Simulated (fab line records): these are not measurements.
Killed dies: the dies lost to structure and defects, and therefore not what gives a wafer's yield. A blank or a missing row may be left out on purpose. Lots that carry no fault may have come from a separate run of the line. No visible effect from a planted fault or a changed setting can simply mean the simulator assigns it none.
What tool caused it? :: flow rit_cmos :: 14 lots with 42 wafers sampled at 4 steps, on a route of 202 steps

## WHAT THE GAUGES READ, wafer by wafer
RIT_SDANNEAL_RS_MEAS_06: measurement is done with a four-point probe.
lot: L749
measured: day 3 02:37
on: film_metro-01
PLDD_RS (ohm/sq): 178.9 178.3 178.4

lot: L750
measured: day 3 08:49
on: film_metro-04
PLDD_RS (ohm/sq): 179.2 179.4 178.9

lot: L751
measured: day 3 15:40
on: film_metro-02
PLDD_RS (ohm/sq): 178.2 177.9 177.8

lot: L753
measured: day 4 00:50
on: film_metro-04
PLDD_RS (ohm/sq): 179.7 179.3 179.1

lot: L754
measured: day 4 03:38
on: film_metro-01
PLDD_RS (ohm/sq): 178.7 179.2 178.7

lot: L755
measured: day 4 08:40
on: film_metro-02
PLDD_RS (ohm/sq): 178.6 177.8 178.2

lot: L757
measured: day 4 19:09
on: film_metro-04
PLDD_RS (ohm/sq): 179.2 179.0 178.9

lot: L758
measured: day 5 01:42
on: film_metro-01
PLDD_RS (ohm/sq): 178.2 178.4 178.5

lot: L764
measured: day 6 13:48
on: film_metro-01
PLDD_RS (ohm/sq): 178.5 178.9 178.8

lot: L765
measured: day 6 14:17
on: film_metro-04
PLDD_RS (ohm/sq): 179.3 179.3 179.2

lot: L766
measured: day 6 18:15
on: film_metro-04
PLDD_RS (ohm/sq): 179.1 178.9 178.5

lot: L767
measured: day 7 08:20
on: film_metro-04
PLDD_RS (ohm/sq): 178.8 178.5 179.0

lot: L768
measured: day 7 06:25
on: film_metro-01
PLDD_RS (ohm/sq): 178.4 178.2 177.7

lot: L772
measured: day 8 11:18
on: film_metro-04
PLDD_RS (ohm/sq): 178.3 178.7 178.4

RIT_CONTACT_OVL_MEAS_09.
lot: L749
measured: day 3 04:33
on: overlay-01
CONTACT_OVL (nm): -0.5 -1.3 -0.1

lot: L750
measured: day 3 10:46
on: overlay-01
CONTACT_OVL (nm): 0.2 2.3 1.5

lot: L751
measured: day 3 17:44
on: overlay-01
CONTACT_OVL (nm): -0.1 -1.0 -2.7

lot: L753
measured: day 4 02:52
on: overlay-02
CONTACT_OVL (nm): 0.9 2.2 3.6

lot: L754
measured: day 4 05:50
on: overlay-01
CONTACT_OVL (nm): 0.9 1.1 -1.1

lot: L755
measured: day 4 10:44
on: overlay-02
CONTACT_OVL (nm): -2.3 -2.3 -1.5

lot: L757
measured: day 4 21:13
on: overlay-01
CONTACT_OVL (nm): -1.7 -1.5 -0.7

lot: L758
measured: day 5 03:46
on: overlay-01
CONTACT_OVL (nm): 0.2 0.0 1.5

lot: L764
measured: day 6 15:51
on: overlay-01
CONTACT_OVL (nm): -1.7 -2.6 -2.4

lot: L765
measured: day 6 16:22
on: overlay-01
CONTACT_OVL (nm): -0.7 -0.5 -1.0

lot: L766
measured: day 6 20:20
on: overlay-01
CONTACT_OVL (nm): -2.7 -0.4 0.8

lot: L767
measured: day 7 10:26
on: overlay-01
CONTACT_OVL (nm): -0.6 2.0 0.2

lot: L768
measured: day 7 08:25
on: overlay-01
CONTACT_OVL (nm): -1.6 -0.3 -1.1

lot: L772
measured: day 8 13:37
on: overlay-01
CONTACT_OVL (nm): 1.3 -0.8 1.1

## EACH LOT AND THE TOOL THAT RAN IT (in order: tool; ch and the chambers of the sampled wafers; start)
lot: L749
RIT_NRETRO_STRIP_09: plasma_asher-03 ch 0,1, day 2 06:27
RIT_SDANNEAL_CLEAN_00: wet_bench-01 ch 2, day 3 01:52

lot: L750
RIT_NRETRO_STRIP_09: plasma_asher-01 ch 0,1, day 2 10:29
RIT_SDANNEAL_CLEAN_00: wet_bench-01 ch 1, day 3 08:06

lot: L751
RIT_NRETRO_STRIP_09: plasma_asher-01 ch 0,1, day 2 16:11
RIT_SDANNEAL_CLEAN_00: wet_bench-02 ch 3, day 3 14:59

lot: L753
RIT_NRETRO_STRIP_09: plasma_asher-03 ch 0,1, day 3 04:07
RIT_SDANNEAL_CLEAN_00: wet_bench-02 ch 0, day 4 00:10

lot: L754
RIT_NRETRO_STRIP_09: plasma_asher-01 ch 0,1, day 3 06:34
RIT_SDANNEAL_CLEAN_00: wet_bench-03 ch 1, day 4 02:58

lot: L755
RIT_NRETRO_STRIP_09: plasma_asher-01 ch 0,1, day 3 12:55
RIT_SDANNEAL_CLEAN_00: wet_bench-02 ch 2, day 4 07:58

lot: L757
RIT_NRETRO_STRIP_09: plasma_asher-04 ch 0,1, day 3 23:02
RIT_SDANNEAL_CLEAN_00: wet_bench-02 ch 3, day 4 18:26

lot: L758
RIT_NRETRO_STRIP_09: plasma_asher-03 ch 0,1, day 4 05:31
RIT_SDANNEAL_CLEAN_00: wet_bench-03 ch 1, day 5 01:01

lot: L764
RIT_NRETRO_STRIP_09: plasma_asher-01 ch 0,1, day 5 11:23
RIT_SDANNEAL_CLEAN_00: wet_bench-01 ch 1, day 6 13:08

lot: L765
RIT_NRETRO_STRIP_09: plasma_asher-04 ch 0,1, day 5 16:31
RIT_SDANNEAL_CLEAN_00: wet_bench-01 ch 1, day 6 13:37

lot: L766
RIT_NRETRO_STRIP_09: plasma_asher-01 ch 0,1, day 5 21:46
RIT_SDANNEAL_CLEAN_00: wet_bench-03 ch 2, day 6 17:33

lot: L767
RIT_NRETRO_STRIP_09: plasma_asher-04 ch 0,1, day 6 05:25
RIT_SDANNEAL_CLEAN_00: wet_bench-03 ch 1, day 7 07:38

lot: L768
RIT_NRETRO_STRIP_09: plasma_asher-03 ch 0,1, day 6 08:20
RIT_SDANNEAL_CLEAN_00: wet_bench-03 ch 2, day 7 05:43

lot: L772
RIT_NRETRO_STRIP_09: plasma_asher-01 ch 0,1, day 7 11:00
RIT_SDANNEAL_CLEAN_00: wet_bench-02 ch 2, day 8 10:37
- RIT_NRETRO_STRIP_09: strips in O2, time 180 s.
- RIT_SDANNEAL_CLEAN_00: cleans in SC1, time 600 s.

## WHAT THE TOOLS THEMSELVES READ (means of the sampled wafers that have a number; where no wafer has one, the mark that the record gives instead)
RIT_NRETRO_STRIP_09.
lot: L749
tool: plasma_asher-03
drypump_motor_current_A (A): 6.1

lot: L750
tool: plasma_asher-01
drypump_motor_current_A (A): 6.3

lot: L751
tool: plasma_asher-01
drypump_motor_current_A (A): 6.3

lot: L753
tool: plasma_asher-03
drypump_motor_current_A (A): 6.1

lot: L754
tool: plasma_asher-01
drypump_motor_current_A (A): 6.3

lot: L755
tool: plasma_asher-01
drypump_motor_current_A (A): 6.3

lot: L757
tool: plasma_asher-04
drypump_motor_current_A (A): 5.8

lot: L758
tool: plasma_asher-03
drypump_motor_current_A (A): 5.7

lot: L764
tool: plasma_asher-01
drypump_motor_current_A (A): 6.2

lot: L765
tool: plasma_asher-04
drypump_motor_current_A (A): 5.8

lot: L766
tool: plasma_asher-01
drypump_motor_current_A (A): 6.2

lot: L767
tool: plasma_asher-04
drypump_motor_current_A (A): 5.8

lot: L768
tool: plasma_asher-03
drypump_motor_current_A (A): 5.7

lot: L772
tool: plasma_asher-01
drypump_motor_current_A (A): 6.2

RIT_SDANNEAL_CLEAN_00.
lot: L749
tool: wet_bench-01
bath_guard_temp_C (C): 75.1
bath_heat_duty_pct (%): 16.3

lot: L750
tool: wet_bench-01
bath_guard_temp_C (C): 75.6
bath_heat_duty_pct (%): 14.0

lot: L751
tool: wet_bench-02
bath_guard_temp_C (C): 74.1
bath_heat_duty_pct (%): 13.9

lot: L753
tool: wet_bench-02
bath_guard_temp_C (C): 74.9
bath_heat_duty_pct (%): 18.6

lot: L754
tool: wet_bench-03
bath_guard_temp_C (C): 74.6
bath_heat_duty_pct (%): 14.7

lot: L755
tool: wet_bench-02
bath_guard_temp_C (C): 74.3
bath_heat_duty_pct (%): 16.7

lot: L757
tool: wet_bench-02
bath_guard_temp_C (C): -
bath_heat_duty_pct (%): -

lot: L758
tool: wet_bench-03
bath_guard_temp_C (C): -
bath_heat_duty_pct (%): -

lot: L764
tool: wet_bench-01
bath_guard_temp_C (C): 75.5
bath_heat_duty_pct (%): 13.8

lot: L765
tool: wet_bench-01
bath_guard_temp_C (C): 75.2
bath_heat_duty_pct (%): 13.2

lot: L766
tool: wet_bench-03
bath_guard_temp_C (C): 76.1
bath_heat_duty_pct (%): 13.8

lot: L767
tool: wet_bench-03
bath_guard_temp_C (C): 74.6
bath_heat_duty_pct (%): 14.2

lot: L768
tool: wet_bench-03
bath_guard_temp_C (C): 76.0
bath_heat_duty_pct (%): 14.4

lot: L772
tool: wet_bench-02
bath_guard_temp_C (C): 74.4
bath_heat_duty_pct (%): 15.6

## THE ANSWER, worked out from the rows above alone
Rule: what is usual is taken from the lots themselves. Put in order of their means at a reading, lots are off if they are a third of the lots or fewer, leave a main group of 4 or more, and stand apart from it by a gap of 3 or more times the standard deviation of the main group's means; of several such gaps the widest counts. A main group is skipped when, at the precision printed for the reading in the tables above, its means are all equal. A lot without any number at a reading at which 4 lots or more have one is off too. All remaining lots with rows at the step are treated as sound. First the gauges in route order, then the tools' own readings, where a lot's mean is used as printed above. At the first step where some lot is off, the reading lying furthest off is the one used; lots without a number count as furthest.
Off at RIT_SDANNEAL_CLEAN_00 (bath_guard_temp_C): L757, L758. Without a number there: L757, L758. For the main group the mean is 75.0 C and the standard deviation 0.64.
A tool fits if, at that step or a process step before it, it ran every lot that is off, and no sound lot after the first of them. Not one of the candidates tried fits.

## WHAT THE SIMULATOR PUT IN
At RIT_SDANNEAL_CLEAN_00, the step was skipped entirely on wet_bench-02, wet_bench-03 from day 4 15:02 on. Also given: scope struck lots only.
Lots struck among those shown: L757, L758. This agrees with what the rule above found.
